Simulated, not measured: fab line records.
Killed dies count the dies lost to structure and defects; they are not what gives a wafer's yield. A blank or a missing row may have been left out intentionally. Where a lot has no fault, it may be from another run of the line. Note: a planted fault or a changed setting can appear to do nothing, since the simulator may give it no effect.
A struck lot beside a sound one -- flow rit-cmos -- 15 out of 202 route steps
Sound: wafers L980.2, L980.3, L980.6. Struck: wafers L982.2, L982.3, L982.6. Last of all comes the cause.
Per side, at each step with rows, come the tool, then ch with its chambers, and then its first start. Under that, the readings that differ: sound wafers -- struck wafers -- difference of the means -- sigmas: that difference in standard deviations of wafers without a fault.
alike: words and numbers the same on both sides, and readings whose means are apart by under 2 such deviations; not compared: readings that were withheld, readings missing a value for some wafer, numbers with overlapping values and no deviation given by the record, and bounds like >300 which may hide the same value.
The two part at a step that has a row with sigmas, a row that says differs or no value, or rows on one side only. Non-overlapping numbers with no deviation appear without sigmas and do not part them. A reading that every wafer of one side lacks parts them only if that side has two wafers or more.

first, 1 step without rows for these wafers: RIT_GATE_HARDBAKE_18 (time 60 s).
RIT_GATE_ETCH_19: etches poly-Si in SF6/CHF3/O2, stops on SiO2, time 165 s, target depth 312.5 nm.
  sound on rie-si-02 ch 1,3, day 3 19:28; struck on rie-si-02 ch 0,2, day 4 06:06
  alike: drypump-motor-current-A, oes-product-au, throttle-valve-pct
  not compared: rf-hours-counter-h
RIT_GATE_STRIP_20: strips in O2, time 180 s.
  sound on plasma-asher-03 ch 0,1, day 3 19:35; struck on plasma-asher-03 ch 0,1, day 4 06:13
  alike: drypump-motor-current-A
  not compared: rf-hours-counter-h
RIT_GATE_CD_MEAS_90: the cd target is 150 nm.
  sound on cd-sem-01, day 3 19:46; struck on cd-sem-01, day 4 06:25
  alike: cd-nm
then, 4 steps without rows for these wafers: RIT_REOX_CLEAN_00 (cleans in SC1, time 600 s); RIT_REOX_CLEAN_01 (cleans in dHF, time 30 s); RIT_REOX_CLEAN_02 (cleans in SC2, time 588.2 s); RIT_REOX_OXIDATION_03 (target thk 25.2 nm, ox time 5580 s).
RIT_REOX_THK_MEAS_04:
  sound on film-metro-04, day 3 22:53; struck on film-metro-01, day 4 09:28
  alike: REOX_OXIDE_THK
then, 3 steps without rows for these wafers: RIT_NLDD_HMDS_00 (prime time 60 s); RIT_NLDD_COAT_01 (resist thk 1000 nm); RIT_NLDD_SOFTBAKE_02 (time 60 s).
RIT_NLDD_EXPOSE_03: exposes mask M7, target cd 40700 nm.
  sound on iline-stepper-02 ch 0, day 3 23:33; struck on iline-stepper-02 ch 0, day 4 09:59
reading,sound,struck,difference,sigmas
mask,M7#0 M7#0 M7#0,M7_R1#0 M7_R1#0 M7_R1#0,differs,
  alike: focus-offset-nm
then, 1 step without rows for these wafers: RIT_NLDD_PEB_04.
RIT_M1_PROBE_99:
  sound on prober-01, day 4 15:37; struck on prober-01, day 5 01:50
reading,sound,struck,difference,sigmas
model.etest.nldd.width-nm (nm),3169 3171 3155,3108 3102 3097,-63,
  alike: killed-at-contacts, killed-at-front-end, killed-dies, killed-open, killed-short

== WHERE THEY PART ==
Within this record, at RIT_NLDD_EXPOSE_03 only. Later steps at which nothing parts them and some readings are alike: RIT_M1_PROBE_99.

WHY: what the simulator had put in
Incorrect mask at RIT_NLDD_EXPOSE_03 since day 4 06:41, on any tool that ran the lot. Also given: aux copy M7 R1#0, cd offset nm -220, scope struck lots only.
